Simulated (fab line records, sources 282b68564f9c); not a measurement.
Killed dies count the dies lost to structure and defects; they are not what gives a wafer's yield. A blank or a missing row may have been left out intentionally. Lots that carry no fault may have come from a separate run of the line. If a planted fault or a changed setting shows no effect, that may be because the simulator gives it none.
Lot-split experiment ; flow rit-cmos ; 5 lots, 23 wafers read, on a route of 202 steps

## SPLIT DETAILS
At RIT_ACTIVE_CVD_03 (deposits Si3N4 from SiH2Cl2/NH3, target thk 150 nm, time 1500 s), the setting time-s was moved away from the recipe's 1500 s on 10 of the 23 wafers read, by -11.5% to -9.7%. All remaining wafers had this setting at the recipe value.

No step appears in the file between the split and the reading.

## THE READING
At RIT_ACTIVE_THK_MEAS_04: ACTIVE_NITRIDE_THK, given in nm. Typical for fault-free wafers on this fab line: 150.4 nm, with standard deviation 1.7 nm.

wafer;tool, chamber at the split;time-s as run, s;against the recipe;ACTIVE_NITRIDE_THK, nm;against lot-mates on the recipe
L076.1;-, -;1355;-9.7%;136.3;no lot-mate on the recipe
L076.2;-, -;1355;-9.7%;135.5;no lot-mate on the recipe
L076.3;-, -;1355;-9.7%;134.5;no lot-mate on the recipe
L076.4;-, -;1355;-9.7%;134.7;no lot-mate on the recipe
L076.5;-, -;1355;-9.7%;134.2;no lot-mate on the recipe
L078.1;-, -;1500;recipe;149.9;-
L078.2;-, -;1500;recipe;149.6;-
L078.4;-, -;1500;recipe;148.8;-
L078.5;-, -;1500;recipe;148.5;-
L078.6;-, -;1500;recipe;149.0;-
L080.1;-, -;1327;-11.5%;132.7;no lot-mate on the recipe
L080.2;-, -;1327;-11.5%;134.2;no lot-mate on the recipe
L080.3;-, -;1327;-11.5%;133.3;no lot-mate on the recipe
L080.4;-, -;1327;-11.5%;132.8;no lot-mate on the recipe
L080.6;-, -;1327;-11.5%;133.1;no lot-mate on the recipe
L081.2;lpcvd-01, 0;1500;recipe;148.8;-
L081.3;lpcvd-01, 0;1500;recipe;148.2;-
L081.6;lpcvd-01, 0;1500;recipe;148.3;-
L083.1;-, -;1500;recipe;151.1;-
L083.2;-, -;1500;recipe;152.5;-
L083.3;-, -;1500;recipe;152.4;-
L083.4;-, -;1500;recipe;151.2;-
L083.6;-, -;1500;recipe;151.7;-

FIT RESULTS
A straight line over all 23 wafers: ACTIVE_NITRIDE_THK changes by +1.49 nm for each +1% of time-s; r = +0.99; the points scatter about the line by 1.3 nm.
Too few moved wafers have a lot-mate on the recipe to fit a line with each lot's own level taken away.

## THE WHOLE CHAIN: every reading that the file lists as answering this split, in the file's order
step;what it does;reading;change (the file's fit);r (the file's)
RIT_ACTIVE_CVD_03;deposits Si3N4 from SiH2Cl2/NH3, target thk 150 nm, time 1500 s;Si3N4_of_ACTIVE_CVD_03.thk-nm (the simulator's own value, which no gauge read);+1.49 nm for each +1% of the setting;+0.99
RIT_ACTIVE_THK_MEAS_04;;ACTIVE_NITRIDE_THK;+1.49 for each +1% of the setting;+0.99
RIT_ACTIVE_ETCH_13;etches Si3N4 in SF6, stops on SiO2, time 210 s, target depth 210 nm;ACTIVE.feature-depth-nm (the simulator's own value, which no gauge read);+1.45 nm for each +1% of the setting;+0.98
RIT_ACTIVE_ETCH_13;etches Si3N4 in SF6, stops on SiO2, time 210 s, target depth 210 nm;etch.depth-nm (the simulator's own value, which no gauge read);+1.55 nm for each +1% of the setting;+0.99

## FILE'S OWN FIT
ACTIVE_NITRIDE_THK changes by +1.49 nm for each +1% of time-s, r = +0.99.
